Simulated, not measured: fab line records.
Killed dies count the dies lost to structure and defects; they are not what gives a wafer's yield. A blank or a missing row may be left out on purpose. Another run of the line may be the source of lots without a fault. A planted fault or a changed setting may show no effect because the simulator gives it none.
Lot-split experiment + flow rit_cmos + route with 202 steps; 5 lots, 23 wafers read

== SPLIT DETAILS ==
At RIT_NSD_IMPLANT_08, the setting dose_cm2 was moved away from the recipe's 1e+15 on 7 of the 23 wafers read, by -6.5% to +2.2%. This setting was run at the recipe's value on the other wafers.

== FROM THE SPLIT TO THE READING: what the file shows between them, 3 steps ==
- RIT_SDANNEAL_CLEAN_01: cleans in dHF, time 30 s (also split here: time_s)
- RIT_SDANNEAL_CLEAN_02: cleans in SC2, time 600 s
- RIT_SDANNEAL_RTA_03: time 5 s

== THE READING ==
NSD_RS, in ohm/sq, at RIT_SDANNEAL_RS_MEAS_05 (measures by four-point-probe). Typical for fault-free wafers on this fab line: 84.63 ohm/sq, with standard deviation 0.28 ohm/sq.

| wafer  | tool, chamber at the split | dose_cm2 as run | against the recipe | NSD_RS, ohm/sq | against lot-mates on the recipe |
|--------|----------------------------|-----------------|--------------------|----------------|---------------------------------|
| L077.1 | implanter-01, 0            | 1e+15           | recipe             | 84.50          | -                               |
| L077.2 | implanter-01, 0            | 1e+15           | recipe             | 84.52          | -                               |
| L077.3 | implanter-01, 0            | 1e+15           | recipe             | 84.26          | -                               |
| L077.4 | implanter-01, 0            | 1e+15           | recipe             | 84.49          | -                               |
| L077.6 | implanter-01, 0            | 1e+15           | recipe             | 84.23          | -                               |
| L081.2 | implanter-01, 0            | 1e+15           | recipe             | 84.28          | -                               |
| L081.3 | implanter-01, 0            | 1e+15           | recipe             | 84.97          | -                               |
| L081.4 | implanter-01, 0            | 9.347e+14       | -6.5%              | 89.30          | +4.67                           |
| L081.5 | implanter-01, 0            | 9.347e+14       | -6.5%              | 89.21          | +4.58                           |
| L081.6 | implanter-01, 0            | 9.347e+14       | -6.5%              | 89.26          | +4.64                           |
| L082.1 | implanter-01, 0            | 1e+15           | recipe             | 84.56          | -                               |
| L082.2 | implanter-01, 0            | 1e+15           | recipe             | 84.43          | -                               |
| L082.3 | implanter-01, 0            | 1e+15           | recipe             | 84.73          | -                               |
| L082.4 | implanter-01, 0            | 1.022e+15       | +2.2%              | 83.52          | -1.05                           |
| L082.5 | implanter-01, 0            | 1.022e+15       | +2.2%              | 82.99          | -1.58                           |
| L084.1 | implanter-03, 0            | 1e+15           | recipe             | 84.86          | -                               |
| L084.2 | implanter-03, 0            | 1e+15           | recipe             | 84.48          | -                               |
| L084.3 | implanter-03, 0            | 1e+15           | recipe             | 84.92          | -                               |
| L084.5 | implanter-03, 0            | 9.569e+14       | -4.3%              | 87.54          | +2.79                           |
| L084.6 | implanter-03, 0            | 9.569e+14       | -4.3%              | 87.70          | +2.95                           |
| L085.1 | implanter-01, 0            | 1e+15           | recipe             | 84.78          | -                               |
| L085.2 | implanter-01, 0            | 1e+15           | recipe             | 84.80          | -                               |
| L085.4 | implanter-01, 0            | 1e+15           | recipe             | 84.67          | -                               |

THE FIT
A straight line over all 23 wafers: NSD_RS changes by -0.702 ohm/sq for each +1% of dose_cm2; r = -0.99; the points scatter about the line by 0.23 ohm/sq.
The same after taking each lot's own level away (the mean of its wafers on the recipe; 23 wafers): -0.691 ohm/sq for each +1%; r = -0.99; scatter 0.19 ohm/sq.
On that fit, the largest move of dose_cm2 shifts the reading by 4.5 ohm/sq.
The lots' own levels span 84.400 to 84.753 ohm/sq, that is 1.3 times the standard deviation above.
Consequently the slope shifts little with the lot-to-lot level, the two slopes agreeing.
Check: for one of the wafers moved furthest among these (-6.5%), held out of the fit, the line's prediction against its lot-mates is +4.49 ohm/sq. It came out at +4.67 ohm/sq against them.

== ADDITIONAL SPLITS CARRIED BY THESE WAFERS ==
Before the reading, these wafers also passed through other splits. Each is held against what the fit with the lots' levels taken away leaves over:
| other split on the same wafers | wafers away from the commonest value | r with NSD_RS (lot level and that fit taken away) |
|--------------------------------|--------------------------------------|---------------------------------------------------|
| RIT_NSD_COAT_01 spin_rpm       | 7                                    | +0.13                                             |
| RIT_SDANNEAL_CLEAN_01 time_s   | 15                                   | +0.14                                             |

== THE FILE'S OWN FIT ==
NSD_RS changes by -0.689 ohm/sq for each +1% of dose_cm2, r = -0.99.
